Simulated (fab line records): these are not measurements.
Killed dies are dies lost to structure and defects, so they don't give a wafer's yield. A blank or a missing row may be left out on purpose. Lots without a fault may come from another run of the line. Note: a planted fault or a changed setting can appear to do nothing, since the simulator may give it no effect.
fab line records + flow rit_cmos
[record]
- lots = 7
- wafers = 21
- last_day = 7
route steps=202 shown SILICIDE@163 CONTACT@168
lots that met no fault: from a run of the same line without faults
start_h: hours from the record's first day to the start of the lot's first wafer shown + wait_h: hours since the lot's step before + " identical to the entry in the row above + L1.1+2: several wafers, shown together as one row + - no value present, or no start provided + * or withheld: withheld + < > ~ a bound
route shown NAME@n: NAME is a module with steps in the file, n the number in the route of the first one + usual: average and standard deviation across the fault-free wafers + same: alike in all rows + chamber/n: place in a boat + sites: per-site readings + _std_site: the values' standard deviation + _edge_site: the outer-site mean with the inner-site mean subtracted + radius_mm: how far each site lies from the wafer's centre + mask NAME#n: copy n + behind: the last tool/chamber to shape the wafer + hold: what put the lot on hold/how long, in hours/how the hold closed + device: transistor that didn't switch, given as n, p or np + end of line: the route-end tests of the same wafers + where a step has no rows: the recipe by itself + killed: the dies lost at the first sort to structure and to defects; this is not the yield of the wafer + map: a wafer's dies, marking killed ones x, the rest . and places with no die _
set.NAME: the setting the step ran with; set.NAME@STEP: the setting that earlier step ran with + model.NAME: the simulator's own value behind a step, which no gauge read
certain route steps with their lots: each step a table, each wafer a row
services: when a tool's chamber went out of use (start_h, in hours from the record's first day, below 0 if earlier), for how many hours, and the reason
[[steps]]
[step RIT_SILICIDE_RS_MEAS_02]
[recipe]
- thk_meas_gauge = four-point-probe
- reads = Ti_of_SILICIDE_SPUTTER_01
[usual]
- SILICIDE_TI_RS = 47.7/0.83
| lot.wafer | tool          | chamber | start_h | wait_h | SILICIDE_TI_RS[ohm/sq] |
|-----------|---------------|---------|---------|--------|------------------------|
| L855.1    | film_metro-03 | -       | 82.45   | 0.1    | 49.5                   |
| L855.2    | "             | -       | "       | "      | 47.2                   |
| L855.5    | "             | -       | "       | "      | 47.7                   |
| L859.1    | film_metro-01 | -       | 104.33  | 0.1    | 48.8                   |
| L859.2    | "             | -       | "       | "      | 48.1                   |
| L859.6    | "             | -       | "       | "      | 50.2                   |
| L865.1    | film_metro-02 | -       | 131.07  | 0.1    | 49.2                   |
| L865.3    | "             | -       | "       | "      | 47.4                   |
| L865.4    | "             | -       | "       | "      | 47.0                   |
| L866.1    | film_metro-03 | -       | 134.13  | 0.1    | 47.6                   |
| L866.5    | "             | -       | "       | "      | 47.8                   |
| L866.6    | "             | -       | "       | "      | 48.0                   |
| L867.2    | film_metro-02 | -       | 140.97  | 0.1    | 47.6                   |
| L867.3    | "             | -       | "       | "      | 47.9                   |
| L867.6    | "             | -       | "       | "      | 48.0                   |
| L871.2    | film_metro-02 | -       | 161.98  | 0.1    | 48.7                   |
| L871.3    | "             | -       | "       | "      | 48.2                   |
| L871.5    | "             | -       | "       | "      | 49.0                   |
| L872.3    | film_metro-01 | -       | 165.60  | 0.1    | 47.3                   |
| L872.4    | "             | -       | "       | "      | 47.8                   |
| L872.5    | "             | -       | "       | "      | 48.1                   |
[step RIT_SILICIDE_THK_MEAS_03]
[recipe]
- thk_meas_gauge = xrf
- reads = Ti_of_SILICIDE_SPUTTER_01
[usual]
- SILICIDE_TI_THK = 29.9/0.41
| lot.wafer | tool          | chamber | start_h | wait_h | SILICIDE_TI_THK[nm] |
|-----------|---------------|---------|---------|--------|---------------------|
| L855.1    | film_metro-03 | -       | 82.57   | 0.1    | 29.1                |
| L855.2    | "             | -       | "       | "      | 30.0                |
| L855.5    | "             | -       | "       | "      | 29.7                |
| L859.1    | film_metro-01 | -       | 104.45  | 0.1    | 29.6                |
| L859.2    | "             | -       | "       | "      | 29.8                |
| L859.6    | "             | -       | "       | "      | 28.8                |
| L865.1    | film_metro-02 | -       | 131.19  | 0.1    | 29.6                |
| L865.3    | "             | -       | "       | "      | 30.2                |
| L865.4    | "             | -       | "       | "      | 30.4                |
| L866.1    | film_metro-03 | -       | 134.25  | 0.1    | 30.0                |
| L866.5    | "             | -       | "       | "      | 29.9                |
| L866.6    | "             | -       | "       | "      | 29.8                |
| L867.2    | film_metro-02 | -       | 141.08  | 0.1    | 30.2                |
| L867.3    | "             | -       | "       | "      | 30.1                |
| L867.6    | "             | -       | "       | "      | 30.0                |
| L871.2    | film_metro-02 | -       | 162.09  | 0.1    | 29.6                |
| L871.3    | "             | -       | "       | "      | 29.8                |
| L871.5    | "             | -       | "       | "      | 29.4                |
| L872.3    | film_metro-01 | -       | 165.70  | 0.1    | 29.9                |
| L872.4    | "             | -       | "       | "      | 29.6                |
| L872.5    | "             | -       | "       | "      | 29.5                |
[step RIT_SILICIDE_RTA_04]
[recipe]
- temp_c = 650
- time_s = 10
- idle_temp_c = 25
- ramp_up_s = 5
- ramp_down_s = 5
- cool_to_c = 25
- ambient = N2
[usual]
- chamber_o2_ppm = 1.997/0.026
- wafer_temp_C_max = 652.7/0.61
| lot.wafer | tool          | chamber | start_h | wait_h | chamber_o2_ppm | wafer_temp_C_max |
|-----------|---------------|---------|---------|--------|----------------|------------------|
| L855.1    | rtp_anneal-02 | 0       | 82.63   | 0.1    | 2.011          | 652.2            |
| L855.2    | "             | 0       | "       | "      | 1.978          | 652.1            |
| L855.5    | "             | 0       | "       | "      | 2.039          | 653.0            |
| L859.1    | rtp_anneal-02 | 0       | 104.51  | 0.1    | 1.983          | 652.1            |
| L859.2    | "             | 0       | "       | "      | 1.966          | 652.5            |
| L859.6    | "             | 0       | "       | "      | 1.984          | 651.7            |
| L865.1    | rtp_anneal-02 | 0       | 131.25  | 0.1    | 2.011          | 652.3            |
| L865.3    | "             | 0       | "       | "      | 2.006          | 652.5            |
| L865.4    | "             | 0       | "       | "      | 2.007          | 653.0            |
| L866.1    | rtp_anneal-01 | 0       | 134.31  | 0.1    | 2.021          | 652.4            |
| L866.5    | "             | 0       | "       | "      | 2.001          | 652.0            |
| L866.6    | "             | 0       | "       | "      | 2.010          | 653.1            |
| L867.2    | rtp_anneal-02 | 0       | 141.15  | 0.1    | 2.017          | 651.7            |
| L867.3    | "             | 0       | "       | "      | 1.982          | 651.3            |
| L867.6    | "             | 0       | "       | "      | 1.938          | 651.5            |
| L871.2    | rtp_anneal-02 | 0       | 162.15  | 0.1    | 2.000          | 652.6            |
| L871.3    | "             | 0       | "       | "      | 2.004          | 652.6            |
| L871.5    | "             | 0       | "       | "      | 1.956          | 652.6            |
| L872.3    | rtp_anneal-01 | 0       | 165.77  | 0.1    | 1.989          | 652.6            |
| L872.4    | "             | 0       | "       | "      | 1.977          | 653.1            |
| L872.5    | "             | 0       | "       | "      | 1.985          | 652.6            |
[step RIT_SILICIDE_WET_ETCH_05]
[recipe]
- chemistry = SPM
- target = Ti
- temp_c = 90
- time_s = 120
- dry = n2_spin
[step RIT_SILICIDE_RTA_06]
[recipe]
- temp_c = 750
- time_s = 10
- idle_temp_c = 25
- ramp_up_s = 5
- ramp_down_s = 10
- cool_to_c = 25
- ambient = N2
[usual]
- chamber_o2_ppm = 1.992/0.024
- wafer_temp_C_max = 753.2/0.71
| lot.wafer | tool          | chamber | start_h | wait_h | chamber_o2_ppm | wafer_temp_C_max |
|-----------|---------------|---------|---------|--------|----------------|------------------|
| L855.1    | rtp_anneal-01 | 0       | 82.74   | 0.0    | 1.992          | 752.8            |
| L855.2    | "             | 0       | "       | "      | 2.013          | 752.9            |
| L855.5    | "             | 0       | "       | "      | 2.006          | 754.8            |
| L859.1    | rtp_anneal-01 | 0       | 104.62  | 0.0    | 1.997          | 753.5            |
| L859.2    | "             | 0       | "       | "      | 1.986          | 753.8            |
| L859.6    | "             | 0       | "       | "      | 2.009          | 752.5            |
| L865.1    | rtp_anneal-01 | 0       | 131.36  | 0.0    | 1.987          | 752.9            |
| L865.3    | "             | 0       | "       | "      | 2.001          | 753.4            |
| L865.4    | "             | 0       | "       | "      | 1.997          | 753.2            |
| L866.1    | rtp_anneal-02 | 0       | 134.42  | 0.0    | 1.958          | 752.3            |
| L866.5    | "             | 0       | "       | "      | 1.950          | 752.2            |
| L866.6    | "             | 0       | "       | "      | 1.977          | 753.0            |
| L867.2    | rtp_anneal-01 | 0       | 141.25  | 0.0    | 1.993          | 752.9            |
| L867.3    | "             | 0       | "       | "      | 1.994          | 754.6            |
| L867.6    | "             | 0       | "       | "      | 1.997          | 753.6            |
| L871.2    | rtp_anneal-01 | 0       | 162.27  | 0.0    | 2.001          | 754.1            |
| L871.3    | "             | 0       | "       | "      | 1.976          | 752.8            |
| L871.5    | "             | 0       | "       | "      | 1.983          | 753.4            |
| L872.3    | rtp_anneal-02 | 0       | 165.87  | 0.0    | 1.991          | 752.9            |
| L872.4    | "             | 0       | "       | "      | 1.992          | 752.2            |
| L872.5    | "             | 0       | "       | "      | 2.026          | 752.6            |
[step RIT_CONTACT_CVD_00]
[recipe]
- material = SiO2
- target_thk_nm = 400
- precursor = TEOS
- temp_c = 390
- time_s = 61
- rf_w = 390.2
[usual]
- heater_power_w = 310/53
- susceptor_temp_C = 389.99/0.24
| lot.wafer | tool     | chamber | start_h | wait_h | heater_power_w | susceptor_temp_C |
|-----------|----------|---------|---------|--------|----------------|------------------|
| L855.1    | pecvd-02 | 0       | 82.80   | 0.1    | 221            | 390.44           |
| L855.2    | "        | 1       | "       | "      | 321            | 389.93           |
| L855.5    | "        | 0       | "       | "      | 228            | 389.88           |
| L859.1    | pecvd-01 | 0       | 104.69  | 0.1    | 327            | 390.07           |
| L859.2    | "        | 2       | "       | "      | 280            | 390.06           |
| L859.6    | "        | 1       | "       | "      | 299            | 389.71           |
| L865.1    | pecvd-01 | 0       | 131.43  | 0.1    | 340            | 389.90           |
| L865.3    | "        | 2       | "       | "      | 311            | 390.11           |
| L865.4    | "        | 1       | "       | "      | 293            | 390.27           |
| L866.1    | pecvd-03 | 2       | 134.49  | 0.1    | 409            | 390.45           |
| L866.5    | "        | 2       | "       | "      | 417            | 390.26           |
| L866.6    | "        | 0       | "       | "      | 399            | 390.16           |
| L867.2    | pecvd-02 | 2       | 141.31  | 0.0    | 288            | 390.20           |
| L867.3    | "        | 1       | "       | "      | 378            | 390.14           |
| L867.6    | "        | 1       | "       | "      | 279            | 390.17           |
| L871.2    | pecvd-01 | 2       | 162.32  | 0.0    | 344            | 389.68           |
| L871.3    | "        | 0       | "       | "      | 315            | 389.84           |
| L871.5    | "        | 0       | "       | "      | 331            | 389.72           |
| L872.3    | pecvd-03 | 2       | 165.92  | 0.0    | 421            | 389.83           |
| L872.4    | "        | 0       | "       | "      | 356            | 390.24           |
| L872.5    | "        | 2       | "       | "      | 431            | 389.66           |
[step RIT_CONTACT_THK_MEAS_01]
[recipe]
- reads = SiO2_of_CONTACT_CVD_00
[usual]
- CONTACT_TEOS_THK = 396/5.7
| lot.wafer | tool          | chamber | start_h | wait_h | CONTACT_TEOS_THK[nm] |
|-----------|---------------|---------|---------|--------|----------------------|
| L855.1    | film_metro-01 | -       | 82.85   | 0.0    | 392                  |
| L855.2    | "             | -       | "       | "      | 399                  |
| L855.5    | "             | -       | "       | "      | 398                  |
| L859.1    | film_metro-03 | -       | 104.74  | 0.0    | 392                  |
| L859.2    | "             | -       | "       | "      | 389                  |
| L859.6    | "             | -       | "       | "      | 387                  |
| L865.1    | film_metro-04 | -       | 131.48  | 0.0    | 396                  |
| L865.3    | "             | -       | "       | "      | 391                  |
| L865.4    | "             | -       | "       | "      | 400                  |
| L866.1    | film_metro-01 | -       | 134.54  | 0.0    | 405                  |
| L866.5    | "             | -       | "       | "      | 409                  |
| L866.6    | "             | -       | "       | "      | 402                  |
| L867.2    | film_metro-04 | -       | 141.37  | 0.0    | 398                  |
| L867.3    | "             | -       | "       | "      | 409                  |
| L867.6    | "             | -       | "       | "      | 410                  |
| L871.2    | film_metro-01 | -       | 162.38  | 0.0    | 386                  |
| L871.3    | "             | -       | "       | "      | 389                  |
| L871.5    | "             | -       | "       | "      | 400                  |
| L872.3    | film_metro-03 | -       | 165.99  | 0.0    | 393                  |
| L872.4    | "             | -       | "       | "      | 399                  |
| L872.5    | "             | -       | "       | "      | 401                  |
[step RIT_CONTACT_HMDS_02]
[recipe]
- prime_time_s = 60
- prime_temp_c = 140
[step RIT_CONTACT_COAT_03]
[recipe]
- resist = NOVOLAK
- spin_rpm = 3250
- resist_thk_nm = 1000
[step RIT_CONTACT_SOFTBAKE_04]
[recipe]
- resist = NOVOLAK
- temp_c = 90
- time_s = 60
[step RIT_CONTACT_EXPOSE_05]
[recipe]
- mask_id = M11
- na = 0.6
- source_shape = conventional
- sigma_outer = 0.5
- target_cd_nm = 1000
- dose_mj = 250
[step RIT_CONTACT_PEB_06]
[recipe]
- resist = NOVOLAK
- temp_c = withheld
- time_s = withheld
[step RIT_CONTACT_DEVELOP_07]
[recipe]
- resist = NOVOLAK
- develop_time_s = 120
- dev_temp_c = 23
[usual]
- chill_plate_temp_C = 23.00/0.1
- develop_time_s = 120/0
- exhaust_pa = 45.1/0.94
| lot.wafer | tool           | chamber | start_h | wait_h | chill_plate_temp_C | develop_time_s | exhaust_pa |
|-----------|----------------|---------|---------|--------|--------------------|----------------|------------|
| L855.1    | litho_track-02 | 0       | 83      | -      | 23.03              | 120            | 44.6       |
| L855.2    | "              | 0       | "       | "      | 22.88              | 120            | 44.5       |
| L855.5    | "              | 0       | 84      | -      | 22.85              | 120            | 44.1       |
| L859.1    | litho_track-01 | 0       | 105     | -      | 22.88              | 120            | 45.5       |
| L859.2    | "              | 0       | "       | "      | 23.05              | 120            | 44.5       |
| L859.6    | "              | 0       | "       | "      | 23.07              | 120            | 45.8       |
| L865.1    | litho_track-02 | -       | 132     | -      | -                  | -              | -          |
| L865.3    | "              | -       | "       | "      | -                  | -              | -          |
| L865.4    | "              | -       | "       | "      | -                  | -              | -          |
| L866.1    | litho_track-02 | -       | 135     | -      | -                  | -              | -          |
| L866.5    | "              | -       | "       | "      | -                  | -              | -          |
| L866.6    | "              | -       | "       | "      | -                  | -              | -          |
| L867.2    | litho_track-03 | -       | 142     | -      | -                  | -              | -          |
| L867.3    | "              | -       | "       | "      | -                  | -              | -          |
| L867.6    | "              | -       | "       | "      | -                  | -              | -          |
| L871.2    | litho_track-01 | 0       | 163     | -      | 22.88              | 120            | 46.1       |
| L871.3    | "              | 0       | "       | "      | 22.94              | 120            | 45.0       |
| L871.5    | "              | 0       | "       | "      | 22.91              | 120            | 45.8       |
| L872.3    | litho_track-03 | 0       | 167     | -      | 23.11              | 120            | 45.1       |
| L872.4    | "              | 0       | "       | "      | 22.99              | 120            | 44.3       |
| L872.5    | "              | 0       | "       | "      | 23.05              | 120            | 45.4       |
[step RIT_CONTACT_CD_MEAS_08]
[recipe]
- target_cd_nm = 1000
[usual]
- cd_nm = 1000.0/2.6
| lot.wafer | tool      | chamber | start_h | wait_h | cd_nm  |
|-----------|-----------|---------|---------|--------|--------|
| L855.1    | cd_sem-02 | -       | 84.19   | -      | 995.6  |
| L855.2    | "         | -       | "       | "      | 995.9  |
| L855.5    | "         | -       | "       | "      | 997.7  |
| L859.1    | cd_sem-01 | -       | 105.89  | -      | 997.8  |
| L859.2    | "         | -       | "       | "      | 997.5  |
| L859.6    | "         | -       | "       | "      | 999.2  |
| L865.1    | cd_sem-02 | -       | 132.51  | -      | -      |
| L865.3    | "         | -       | "       | "      | -      |
| L865.4    | "         | -       | "       | "      | -      |
| L866.1    | cd_sem-02 | -       | 135.56  | -      | -      |
| L866.5    | "         | -       | "       | "      | -      |
| L866.6    | "         | -       | "       | "      | -      |
| L867.2    | cd_sem-02 | -       | 142.41  | -      | -      |
| L867.3    | "         | -       | "       | "      | -      |
| L867.6    | "         | -       | "       | "      | -      |
| L871.2    | cd_sem-02 | -       | 163.42  | -      | 997.5  |
| L871.3    | "         | -       | "       | "      | 997.2  |
| L871.5    | "         | -       | "       | "      | 996.6  |
| L872.3    | cd_sem-02 | -       | 167.21  | -      | 1000.0 |
| L872.4    | "         | -       | "       | "      | 999.4  |
| L872.5    | "         | -       | "       | "      | 997.7  |
[[services]]
| tool     | chamber | start_h | hours | kind   |
|----------|---------|---------|-------|--------|
| pecvd-02 | 2       | 93.08   | 4.9   | repair |
| pecvd-03 | -       | 110.12  | 0.8   | pm     |
| pecvd-03 | 1       | 134.57  | 12.4  | repair |
[[key]]
[first_sign]
- step = RIT_CONTACT_DEVELOP_07
- reading = tool_record
- direction = missing
effect none on later readings
met_at RIT_CONTACT_DEVELOP_07
struck_wafers L865.1,L865.3,L865.4,L866.1,L866.5,L866.6,L867.2,L867.3,L867.6
later_rows_left_out L865.1,L865.3,L865.4,L866.1,L866.5,L866.6,L867.2,L867.3,L867.6
sort_left_out L865.1,L865.3,L865.4,L866.1,L866.5,L866.6,L867.2,L867.3,L867.6
tester_left_out L865,L866,L867
onset_between 83 132
[fault]
- kind = skipped_step_whole
- tool = litho_track-02,litho_track-03
- chamber = -
- onset_h = 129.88
- steps = RIT_CONTACT_DEVELOP_07
- scope = struck_lots_only
// tester_left_out: of these lots the tester's yield and bins aren't shown, on N5 and GAA mostly nor the transistor test; their killed dies are dies lost to structure and defects alone, not to doping, threshold or leakage, so they don't give the yield
// sort_left_out: the simulated sort isn't trusted on such a fault, so these wafers' sort isn't shown, and their yield isn't known
// later_rows_left_out: the simulator's readings of these wafers behind a module that went badly wrong aren't trusted and aren't shown, but for the sort
